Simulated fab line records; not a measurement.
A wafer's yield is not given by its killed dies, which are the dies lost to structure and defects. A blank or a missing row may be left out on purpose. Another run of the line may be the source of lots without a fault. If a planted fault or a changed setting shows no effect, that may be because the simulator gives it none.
A struck lot beside a sound one / flow berkeley_cmos170 / 16 out of 331 route steps
Sound: these wafers, L792.3, L792.5, L792.6. Wafers struck: L797.1, L797.2, L797.3. The cause comes at the end.
Order at every step that has rows: each side's tool, ch and its chambers, its first start. Under that, the readings that differ: sound wafers / struck wafers / difference of the means / sigmas: that difference in standard deviations of wafers without a fault.
alike: readings whose means differ by less than 2 such deviations, and words and numbers that are the same on both sides. not compared: withheld readings, readings that some wafer has no value for, bounds like >300 that may hide the same value, and numbers for which the record gives no deviation and whose values overlap.
The two part at a step that has a row with sigmas, a row that says differs or no value, or rows on one side only. When numbers do not overlap yet have no deviation, they are printed without sigmas and do not part them. A reading that every wafer of one side lacks parts them only if that side has two wafers or more.

UCB170_V2_CMP_02: polishes SiO2.
  sound on cmp-01 ch 0,2,3, day 9 11:14; struck on cmp-02 ch 1,2,3, day 10 21:55
  alike: motor_current_A, slurry_filter_dp_kPa
UCB170_V2_BOW_MEAS_03:
  sound on film_metro-03, day 9 11:25; struck on film_metro-02, day 10 22:13
  alike: V2_BOW
UCB170_V2_THK_MEAS_04:
  sound on film_metro-03, day 9 11:31; struck on film_metro-02, day 10 22:20
  alike: V2_POLISHED_THK
then, 7 steps without rows for these wafers: UCB170_V2_CLEAN_05 (cleans in DIW); UCB170_V2_HMDS_06 (prime time 60 s); UCB170_V2_COAT_07 (resist thk 900 nm); UCB170_V2_SOFTBAKE_08 (time 60 s); UCB170_V2_EXPOSE_09 (exposes mask VIA2, target cd 700 nm); UCB170_V2_PEB_10; UCB170_V2_DEVELOP_11 (develop time 45 s).
UCB170_V2_CD_MEAS_12: the cd target is 700 nm.
  sound on cd_sem-01, day 9 13:10; struck on cd_sem-01, day 10 23:25
  alike: cd_nm
UCB170_V2_OVL_MEAS_13:
  sound on overlay-02, day 9 13:15; struck on overlay-01, day 10 23:32
  alike: V2_OVL
UCB170_V2_ETCH_14: etches SiO2 in CHF3/CF4/Ar, stops on Al, target depth 1250 nm, time 291 s.
  sound on rie_diel-02 ch 0,2,3, day 9 13:16; struck on rie_diel-02 ch 0,1,3, day 10 23:35
reading=rf_fwd_power_W (W); sound=698.2 700.5 696.8; struck=785.1 783.3 783.0; difference=+85.3; sigmas=+41
reading=model.KrF_of_V2_COAT_07.thk_nm (nm); sound=610.8 613.5 618.7; struck=591.7 587.8 597.9; difference=-21.9; sigmas=
  alike: drypump_motor_current_A, oes_product_au, throttle_valve_pct
  not compared: rf_hours_counter_h
UCB170_V2_STRIP_15: strips in O2.
  sound on plasma_asher-02 ch 0,1, day 9 13:29; struck on plasma_asher-04 ch 0,1, day 10 23:46
reading=strip_time_to_endpoint_s (s); sound=15.32 15.40 15.52; struck=14.89 14.78 15.03; difference=-0.51; sigmas=-4
  alike: drypump_motor_current_A, oes_product_au
  not compared: rf_hours_counter_h
UCB170_V2_CD_MEAS_90: the cd target is 700 nm.
  sound on cd_sem-01, day 9 13:35; struck on cd_sem-02, day 10 23:52
  alike: cd_nm
UCB170_M3_PROBE_99:
  record: rows for the struck wafers here (prober-02, day 11 02:46), none for the sound ones

## WHERE THEY PART
Last at UCB170_M3_PROBE_99 as far as this record goes, first at UCB170_V2_ETCH_14.

WHY: what had been put in by the simulator
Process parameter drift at UCB170_V2_ETCH_14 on rie_diel-02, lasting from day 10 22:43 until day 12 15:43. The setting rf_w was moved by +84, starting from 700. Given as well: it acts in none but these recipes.
